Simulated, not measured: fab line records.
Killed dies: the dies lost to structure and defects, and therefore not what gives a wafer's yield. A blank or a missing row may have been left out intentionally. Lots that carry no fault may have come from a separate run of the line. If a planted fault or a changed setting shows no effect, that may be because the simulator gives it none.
Lot-split experiment || flow rit cmos || 23 wafers read from 5 lots, route of 202 steps

== ABOUT THE SPLIT ==
At RIT_GATE_COAT_11 (resist thk 850 nm), the setting resist thk nm was moved away from the recipe's 850 nm on 9 of the 23 wafers read, by -4.8% to +5.6%. The other wafers ran this setting at the recipe's value.

The split's own step is where the reading is taken.

== THE READING ==
NOVOLAK_of_GATE_COAT_11.thk nm (the simulator's own value, which no gauge read), in nm, at RIT_GATE_COAT_11 (resist thk 850 nm). The file gives no usual value for it. The 14 wafers here that ran the recipe average 852.1 nm, standard deviation 1.6 nm.

{"wafer": "L074.1", "tool, chamber at the split": "litho track-04, 0", "resist thk nm as run, nm": 897.6, "against the recipe": "+5.6%", "NOVOLAK_of_GATE_COAT_11.thk nm, nm": 898.1, "against lot-mates on the recipe": "+47.9"}
{"wafer": "L074.2", "tool, chamber at the split": "litho track-04, 0", "resist thk nm as run, nm": 850, "against the recipe": "recipe", "NOVOLAK_of_GATE_COAT_11.thk nm, nm": 849.9, "against lot-mates on the recipe": "-"}
{"wafer": "L074.4", "tool, chamber at the split": "litho track-04, 0", "resist thk nm as run, nm": 897.6, "against the recipe": "+5.6%", "NOVOLAK_of_GATE_COAT_11.thk nm, nm": 898.3, "against lot-mates on the recipe": "+48.1"}
{"wafer": "L074.5", "tool, chamber at the split": "litho track-04, 0", "resist thk nm as run, nm": 850, "against the recipe": "recipe", "NOVOLAK_of_GATE_COAT_11.thk nm, nm": 849.5, "against lot-mates on the recipe": "-"}
{"wafer": "L074.6", "tool, chamber at the split": "litho track-04, 0", "resist thk nm as run, nm": 850, "against the recipe": "recipe", "NOVOLAK_of_GATE_COAT_11.thk nm, nm": 851.1, "against lot-mates on the recipe": "-"}
{"wafer": "L078.1", "tool, chamber at the split": "litho track-01, 0", "resist thk nm as run, nm": 809.2, "against the recipe": "-4.8%", "NOVOLAK_of_GATE_COAT_11.thk nm, nm": 813.1, "against lot-mates on the recipe": -40.0}
{"wafer": "L078.2", "tool, chamber at the split": "litho track-01, 0", "resist thk nm as run, nm": 809.2, "against the recipe": "-4.8%", "NOVOLAK_of_GATE_COAT_11.thk nm, nm": 815.2, "against lot-mates on the recipe": -37.9}
{"wafer": "L078.3", "tool, chamber at the split": "litho track-01, 0", "resist thk nm as run, nm": 850, "against the recipe": "recipe", "NOVOLAK_of_GATE_COAT_11.thk nm, nm": 853.5, "against lot-mates on the recipe": "-"}
{"wafer": "L078.4", "tool, chamber at the split": "litho track-01, 0", "resist thk nm as run, nm": 809.2, "against the recipe": "-4.8%", "NOVOLAK_of_GATE_COAT_11.thk nm, nm": 811.1, "against lot-mates on the recipe": -42.0}
{"wafer": "L078.5", "tool, chamber at the split": "litho track-01, 0", "resist thk nm as run, nm": 850, "against the recipe": "recipe", "NOVOLAK_of_GATE_COAT_11.thk nm, nm": 852.7, "against lot-mates on the recipe": "-"}
{"wafer": "L081.4", "tool, chamber at the split": "litho track-02, 0", "resist thk nm as run, nm": 850, "against the recipe": "recipe", "NOVOLAK_of_GATE_COAT_11.thk nm, nm": 849.9, "against lot-mates on the recipe": "-"}
{"wafer": "L081.5", "tool, chamber at the split": "litho track-02, 0", "resist thk nm as run, nm": 850, "against the recipe": "recipe", "NOVOLAK_of_GATE_COAT_11.thk nm, nm": 853.9, "against lot-mates on the recipe": "-"}
{"wafer": "L081.6", "tool, chamber at the split": "litho track-02, 0", "resist thk nm as run, nm": 850, "against the recipe": "recipe", "NOVOLAK_of_GATE_COAT_11.thk nm, nm": 852.5, "against lot-mates on the recipe": "-"}
{"wafer": "L082.1", "tool, chamber at the split": "litho track-01, 0", "resist thk nm as run, nm": 814.6, "against the recipe": "-4.2%", "NOVOLAK_of_GATE_COAT_11.thk nm, nm": 818, "against lot-mates on the recipe": -36.1}
{"wafer": "L082.3", "tool, chamber at the split": "litho track-01, 0", "resist thk nm as run, nm": 814.6, "against the recipe": "-4.2%", "NOVOLAK_of_GATE_COAT_11.thk nm, nm": 816.3, "against lot-mates on the recipe": -37.8}
{"wafer": "L082.4", "tool, chamber at the split": "litho track-01, 0", "resist thk nm as run, nm": 850, "against the recipe": "recipe", "NOVOLAK_of_GATE_COAT_11.thk nm, nm": 854.1, "against lot-mates on the recipe": "-"}
{"wafer": "L082.5", "tool, chamber at the split": "litho track-01, 0", "resist thk nm as run, nm": 850, "against the recipe": "recipe", "NOVOLAK_of_GATE_COAT_11.thk nm, nm": 854.5, "against lot-mates on the recipe": "-"}
{"wafer": "L082.6", "tool, chamber at the split": "litho track-01, 0", "resist thk nm as run, nm": 850, "against the recipe": "recipe", "NOVOLAK_of_GATE_COAT_11.thk nm, nm": 853.6, "against lot-mates on the recipe": "-"}
{"wafer": "L083.1", "tool, chamber at the split": "litho track-01, 0", "resist thk nm as run, nm": 850, "against the recipe": "recipe", "NOVOLAK_of_GATE_COAT_11.thk nm, nm": 851.8, "against lot-mates on the recipe": "-"}
{"wafer": "L083.2", "tool, chamber at the split": "litho track-01, 0", "resist thk nm as run, nm": 850, "against the recipe": "recipe", "NOVOLAK_of_GATE_COAT_11.thk nm, nm": 850.5, "against lot-mates on the recipe": "-"}
{"wafer": "L083.3", "tool, chamber at the split": "litho track-01, 0", "resist thk nm as run, nm": 811.1, "against the recipe": "-4.6%", "NOVOLAK_of_GATE_COAT_11.thk nm, nm": 812.1, "against lot-mates on the recipe": -39.3}
{"wafer": "L083.4", "tool, chamber at the split": "litho track-01, 0", "resist thk nm as run, nm": 811.1, "against the recipe": "-4.6%", "NOVOLAK_of_GATE_COAT_11.thk nm, nm": 809.7, "against lot-mates on the recipe": -41.7}
{"wafer": "L083.5", "tool, chamber at the split": "litho track-01, 0", "resist thk nm as run, nm": 850, "against the recipe": "recipe", "NOVOLAK_of_GATE_COAT_11.thk nm, nm": 851.9, "against lot-mates on the recipe": "-"}

FIT RESULTS
A straight line over all 23 wafers: NOVOLAK_of_GATE_COAT_11.thk nm changes by +8.36 nm for each +1% of resist thk nm; r = +1.00; the points scatter about the line by 1.9 nm.
The same after taking each lot's own level away (the mean of its wafers on the recipe; 23 wafers): +8.59 nm for each +1%; r = +1.00; scatter 1.3 nm.
On that fit, the largest move of resist thk nm shifts the reading by 48 nm.
Measured against the standard deviation above, the lots' own levels, which go from 850.17 to 854.07 nm, span 2.4 times it.
So the lot-to-lot level changes the slope little: the two slopes agree.
Check: for one of the wafers moved furthest among these (+5.6%), held out of the fit, the line's prediction against its lot-mates is +48.1 nm. Against them it came out at +47.9 nm.

== ADDITIONAL SPLITS CARRIED BY THESE WAFERS ==
Before the reading, these wafers also passed through other splits. Each is held against what the fit with the lots' levels taken away leaves over:
{"other split on the same wafers": "RIT_ACTIVE_CVD_03 time s", "wafers away from the commonest value": 13, "r with NOVOLAK_of_GATE_COAT_11.thk nm (lot level and that fit taken away)": -0.16}
{"other split on the same wafers": "RIT_ACTIVE_CLEAN_15 time s", "wafers away from the commonest value": 13, "r with NOVOLAK_of_GATE_COAT_11.thk nm (lot level and that fit taken away)": "+0.18"}
{"other split on the same wafers": "RIT_FOX2_OXIDATION_00 temp c", "wafers away from the commonest value": 10, "r with NOVOLAK_of_GATE_COAT_11.thk nm (lot level and that fit taken away)": "+0.34"}
{"other split on the same wafers": "RIT_NWELL_COAT_01 resist thk nm", "wafers away from the commonest value": 7, "r with NOVOLAK_of_GATE_COAT_11.thk nm (lot level and that fit taken away)": "+0.25"}
{"other split on the same wafers": "RIT_NWELL_IMPLANT_08 dose cm2", "wafers away from the commonest value": 9, "r with NOVOLAK_of_GATE_COAT_11.thk nm (lot level and that fit taken away)": "+0.00"}
{"other split on the same wafers": "RIT_PWELL_SOFTBAKE_02 temp c", "wafers away from the commonest value": 8, "r with NOVOLAK_of_GATE_COAT_11.thk nm (lot level and that fit taken away)": "+0.35"}
{"other split on the same wafers": "RIT_PWELL_STRIP_09 o2 flow sccm", "wafers away from the commonest value": 9, "r with NOVOLAK_of_GATE_COAT_11.thk nm (lot level and that fit taken away)": "+0.14"}
{"other split on the same wafers": "RIT_PRETRO_IMPLANT_08 dose cm2", "wafers away from the commonest value": 9, "r with NOVOLAK_of_GATE_COAT_11.thk nm (lot level and that fit taken away)": "+0.23"}

== FILE'S OWN FIT ==
NOVOLAK_of_GATE_COAT_11.thk nm changes by +8.63 nm for each +1% of resist thk nm, r = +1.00.
